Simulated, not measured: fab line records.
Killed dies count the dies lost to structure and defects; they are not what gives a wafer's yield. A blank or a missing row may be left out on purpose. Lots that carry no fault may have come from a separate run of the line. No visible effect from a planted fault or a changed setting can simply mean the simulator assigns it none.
A lot that was struck, set against a sound lot ; flow berkeley cmos170 ; 16 out of 331 route steps
Sound: the wafers L496.2, L496.4, L496.5. Wafers struck: L511.1, L511.4, L511.5. The cause is given at the end.
Order at every step that has rows: each side's tool, ch and its chambers, its first start. Under that, the readings that differ: sound wafers ; struck wafers ; difference of the means ; sigmas: that difference in standard deviations of wafers without a fault.
alike: words and numbers the same on both sides, and readings whose means are apart by under 2 such deviations; not compared: readings that were withheld, readings missing a value for some wafer, numbers with overlapping values and no deviation given by the record, and bounds like >300 which may hide the same value.
A row with sigmas, a row that says differs or no value, or rows on one side alone: a step with any of these is where the two part. Non-overlapping numbers with no deviation appear without sigmas and do not part them. Lack of a reading on every wafer of one side parts them only where that side has two or more wafers.

UCB170_SPACER_CVD_00: deposits SiO2 from TEOS/O2, target thk 376 nm, time 47 s.
  sound on pecvd-01 ch 0,2, day 8 02:50; struck on pecvd-03 ch 0,1, day 12 11:16
reading;sound;struck;difference;sigmas
heater power w (W);348 349 233;169 184 259;-106;-2
  alike: pressure mtorr
UCB170_SPACER_THK_MEAS_01:
  sound: film metro-02 at day 8 02:53; struck: film metro-01 at day 12 11:19
  alike: SPACER_TEOS_THK
then, 1 step without rows for these wafers: UCB170_SPACER_ANNEAL_02 (time 1800 s).
UCB170_SPACER_ETCHBACK_03: etches SiO2 in CHF3/CF4/Ar, stops on Si, target depth 376 nm, time 100 s.
  sound on rie diel-01 ch 1,2, day 8 08:45; struck on rie diel-01 ch 1,2,3, day 12 17:22
  alike: drypump motor current A, oes product au, throttle valve pct
  not compared: rf hours counter h
then, 6 steps without rows for these wafers: UCB170_PSD_HMDS_00 (prime time 60 s); UCB170_PSD_COAT_01 (resist thk 900 nm); UCB170_PSD_SOFTBAKE_02 (time 60 s); UCB170_PSD_EXPOSE_03 (exposes mask PSELECT MOD, target cd 1200 nm); UCB170_PSD_PEB_04; UCB170_PSD_DEVELOP_05 (develop time 45 s).
UCB170_PSD_CD_MEAS_06: target cd 1200 nm.
  sound: cd sem-01 at day 8 10:23; struck: cd sem-02 at day 12 19:43
  alike: cd nm
UCB170_PSD_OVL_MEAS_07:
  sound: overlay-01 at day 8 10:30; struck: overlay-01 at day 12 19:50
  alike: PSD_OVL
UCB170_PSD_IMPLANT_08:
  sound on implanter-03 ch 0, day 8 10:33; struck on implanter-03 ch 0, day 12 19:53
reading;sound;struck;difference;sigmas
dose ions cm2;3e+15 2.998e+15 3e+15;3.041e+15 3.037e+15 3.034e+15;+3.800e+13;+11
  alike: tilt deg
UCB170_PSD_STRIP_09: strips in O2.
  sound on plasma asher-03 ch 0,1, day 8 10:41; struck on plasma asher-04 ch 0,1, day 12 20:02
reading;sound;struck;difference;sigmas
strip time to endpoint s (s);29.41 29.35 29.43;29.52 29.51 29.53;+0.12;+2
  alike: drypump motor current A, oes product au
  not compared: rf hours counter h
UCB170_PSD_TW_MEAS_10:
  sound: film metro-03 at day 8 10:47; struck: film metro-01 at day 12 20:08
  alike: PSD_TW
UCB170_M3_PROBE_99:
  sound wafers here have rows in the record (prober-02, day 9 14:27); struck ones have none

WHERE THEY PART
Earliest at UCB170_SPACER_CVD_00; latest, in this record, at UCB170_M3_PROBE_99.

WHY: whatever the simulator had introduced
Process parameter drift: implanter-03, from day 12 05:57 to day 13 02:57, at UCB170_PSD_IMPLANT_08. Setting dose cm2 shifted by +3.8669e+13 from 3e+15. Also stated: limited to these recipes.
